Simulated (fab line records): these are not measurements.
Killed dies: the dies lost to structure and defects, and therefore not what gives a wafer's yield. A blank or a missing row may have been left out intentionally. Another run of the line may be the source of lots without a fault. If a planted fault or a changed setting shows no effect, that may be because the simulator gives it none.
The tool behind it: which one?    flow berkeleyCmos170    Sampling: 13 lots, 39 wafers, 6 of 331 route steps

## WHAT EACH GAUGE READ, for each wafer
UCB170_GATE_CD_MEAS_12: target cd 350 nm.
lot   measured      on        cdNm (nm)
L192  day 5 22:51   cdSem-01  348.6 349.3 348.9
L193  day 6 14:07   cdSem-01  349.3 351.3 350.1
L195  day 6 17:36   cdSem-01  349.5 350.3 350.0
L194  day 6 17:57   cdSem-02  350.3 350.2 350.8
L197  day 7 03:20   cdSem-02  349.7 350.6 350.9
L199  day 8 01:11   cdSem-02  349.6 349.5 350.3
L198  day 8 01:14   cdSem-01  347.6 348.2 347.5
L200  day 8 04:32   cdSem-02  349.6 349.7 347.9
L210  day 10 06:33  cdSem-02  349.2 349.7 349.1
L209  day 10 06:47  cdSem-02  348.8 349.1 350.2
L212  day 10 12:31  cdSem-02  350.0 351.7 350.7
L211  day 10 12:46  cdSem-02  350.1 349.8 349.3
L213  day 10 20:07  cdSem-02  350.1 349.1 350.0

UCB170_GATE_CD_MEAS_90: target cd 350 nm.
lot   measured      on        cdNm (nm)
L192  day 5 23:11   cdSem-01  347.5 349.8 348.7
L193  day 6 14:28   cdSem-01  349.8 349.3 351.0
L195  day 6 18:03   cdSem-02  351.0 350.4 351.5
L194  day 6 18:17   cdSem-02  348.4 349.8 349.4
L197  day 7 03:41   cdSem-02  350.5 350.6 351.9
L199  day 8 01:32   cdSem-02  350.3 350.8 349.5
L198  day 8 01:35   cdSem-01  347.4 348.8 348.0
L200  day 8 04:53   cdSem-01  348.9 348.9 348.0
L210  day 10 06:55  cdSem-02  350.3 348.6 347.9
L209  day 10 07:08  cdSem-01  349.4 349.5 350.3
L212  day 10 12:52  cdSem-01  350.2 350.6 351.4
L211  day 10 13:07  cdSem-02  350.7 349.8 350.9
L213  day 10 20:28  cdSem-02  348.3 348.2 349.4

UCB170_PLDD_OVL_MEAS_07.
lot   measured      on          PLDD_OVL (nm)
L192  day 6 02:04   overlay-02  0 -6 -12
L193  day 6 15:41   overlay-02  -6 4 -8
L195  day 6 19:44   overlay-01  -8 -3 -4
L194  day 6 20:01   overlay-01  0 -4 1
L197  day 7 04:55   overlay-01  12 4 3
L199  day 8 03:08   overlay-02  -6 -10 -2
L198  day 8 03:24   overlay-01  -1 7 9
L200  day 8 06:35   overlay-02  5 -6 4
L210  day 10 08:26  overlay-02  0 -3 -2
L209  day 10 08:55  overlay-01  -5 2 7
L212  day 10 14:14  overlay-01  -1 -6 2
L211  day 10 14:29  overlay-02  -6 -1 -2
L213  day 10 22:03  overlay-01  10 -1 -1

UCB170_NSD_TW_MEAS_10.
lot   measured      on            NSD_TW
L192  day 6 12:53   filmMetro-03  4208 4192 4227
L193  day 7 04:00   filmMetro-03  4218 4219 4218
L195  day 7 04:13   filmMetro-01  4129 4119 4114
L194  day 7 04:43   filmMetro-01  4136 4137 4126
L197  day 7 15:37   filmMetro-03  4219 4209 4211
L199  day 8 13:25   filmMetro-01  4127 4128 4140
L198  day 8 13:38   filmMetro-03  4208 4200 4198
L200  day 8 17:58   filmMetro-03  30 30 30
L210  day 10 20:43  filmMetro-03  4252 4236 4221
L209  day 10 21:15  filmMetro-01  4141 4107 4124
L212  day 11 05:57  filmMetro-01  4122 4144 4109
L211  day 11 06:05  filmMetro-03  4213 4189 4206
L213  day 11 09:31  filmMetro-01  4148 4142 4135

## WHICH TOOL RAN EACH LOT (tool, then ch and the chambers of the sampled wafers, then the start)
lot   UCB170_PSD_STRIP_09                  UCB170_NSD_STRIP_09
L192  plasmaAsher-03 ch 0,1, day 6 11:01   plasmaAsher-01 ch 0,1, day 6 12:47
L193  plasmaAsher-04 ch 0,1, day 7 02:15   plasmaAsher-01 ch 0,1, day 7 03:55
L195  plasmaAsher-03 ch 1, day 7 02:29     plasmaAsher-03 ch 0,1, day 7 04:07
L194  plasmaAsher-03 ch 0,1, day 7 02:55   plasmaAsher-01 ch 0,1, day 7 04:36
L197  plasmaAsher-04 ch 0,1, day 7 13:56   plasmaAsher-02 ch 0,1, day 7 15:32
L199  plasmaAsher-04 ch 0,1, day 8 11:26   plasmaAsher-03 ch 0,1, day 8 13:19
L198  plasmaAsher-01 ch 0,1, day 8 11:40   plasmaAsher-02 ch 0,1, day 8 13:32
L200  plasmaAsher-03 ch 0,1, day 8 16:01   plasmaAsher-03 ch 0,1, day 8 17:52
L210  plasmaAsher-01 ch 0,1, day 10 19:07  plasmaAsher-02 ch 0,1, day 10 20:36
L209  plasmaAsher-04 ch 0,1, day 10 19:21  plasmaAsher-03 ch 0,1, day 10 21:08
L212  plasmaAsher-03 ch 0,1, day 11 01:01  plasmaAsher-01 ch 0,1, day 11 05:50
L211  plasmaAsher-04 ch 0,1, day 11 01:14  plasmaAsher-02 ch 0,1, day 11 05:58
L213  plasmaAsher-01 ch 0,1, day 11 07:01  plasmaAsher-03 ch 0,1, day 11 09:25
- UCB170_PSD_STRIP_09: strips in O2.
- UCB170_NSD_STRIP_09: strips in O2.

## WHAT THE TOOLS THEMSELVES READ (means of the sampled wafers that have a number; where no wafer has one, the mark that the record gives instead)
UCB170_PSD_STRIP_09.
lot   tool            drypumpMotorCurrentA (A)  oesProductAu (a.u.)  stripTimeToEndpointS (s)
L192  plasmaAsher-03  5.59                      0.602                29.32
L193  plasmaAsher-04  5.50                      0.601                29.44
L195  plasmaAsher-03  5.70                      0.600                29.52
L194  plasmaAsher-03  5.63                      0.605                29.28
L197  plasmaAsher-04  5.50                      0.600                29.33
L199  plasmaAsher-04  5.75                      0.598                29.31
L198  plasmaAsher-01  5.42                      0.599                29.50
L200  plasmaAsher-03  5.49                      0.440                -
L210  plasmaAsher-01  5.42                      0.605                29.44
L209  plasmaAsher-04  5.77                      0.599                29.47
L212  plasmaAsher-03  5.52                      0.601                29.46
L211  plasmaAsher-04  5.75                      0.599                29.38
L213  plasmaAsher-01  5.44                      0.600                29.41

UCB170_NSD_STRIP_09.
lot   tool            drypumpMotorCurrentA (A)  oesProductAu (a.u.)  stripTimeToEndpointS (s)
L192  plasmaAsher-01  5.46                      0.531                35.74
L193  plasmaAsher-01  5.44                      0.533                35.81
L195  plasmaAsher-03  5.52                      0.538                35.73
L194  plasmaAsher-01  5.41                      0.540                35.91
L197  plasmaAsher-02  5.54                      0.535                35.99
L199  plasmaAsher-03  5.60                      0.536                35.81
L198  plasmaAsher-02  5.56                      0.531                35.83
L200  plasmaAsher-03  5.52                      0.609                56.16
L210  plasmaAsher-02  5.54                      0.533                35.77
L209  plasmaAsher-03  5.60                      0.535                35.86
L212  plasmaAsher-01  5.44                      0.532                35.86
L211  plasmaAsher-02  5.55                      0.538                35.92
L213  plasmaAsher-03  5.52                      0.535                35.79

## THE ANSWER, worked out from the rows above alone
Rule: the usual values come from the lots themselves. The widest of any qualifying gaps counts: lots, ordered by their means at a reading, are off when they make up no more than a third of the lots, leave a main group of 4 or more, and stand apart from it by 3 or more times the standard deviation of that group's means. A main group whose means are all the same, to the digits that the tables above print for the reading, isn't used. Also off: a lot with no number at a reading for which 4 or more lots have one. All remaining lots with rows at the step are treated as sound. The gauges are gone through in route order, then the tools' own readings, and for those a lot's mean is taken as printed above. At the first step where some lot is off, the reading lying furthest off is the one used; lots without a number count as furthest.
Off: at UCB170_NSD_TW_MEAS_10 (NSD_TW), L200. Mean 4171 and standard deviation 43 in the main group.
A tool fits if, at a process step before that reading, it ran every lot that is off, and no sound lot after the first of them. The gauges at UCB170_NSD_TW_MEAS_10 aren't tried: what is off there is off at UCB170_PSD_STRIP_09 too, on other tools, and a gauge's error can't cause that. Not one of the candidates tried fits.

## WHAT WAS PUT IN BY THE SIMULATOR
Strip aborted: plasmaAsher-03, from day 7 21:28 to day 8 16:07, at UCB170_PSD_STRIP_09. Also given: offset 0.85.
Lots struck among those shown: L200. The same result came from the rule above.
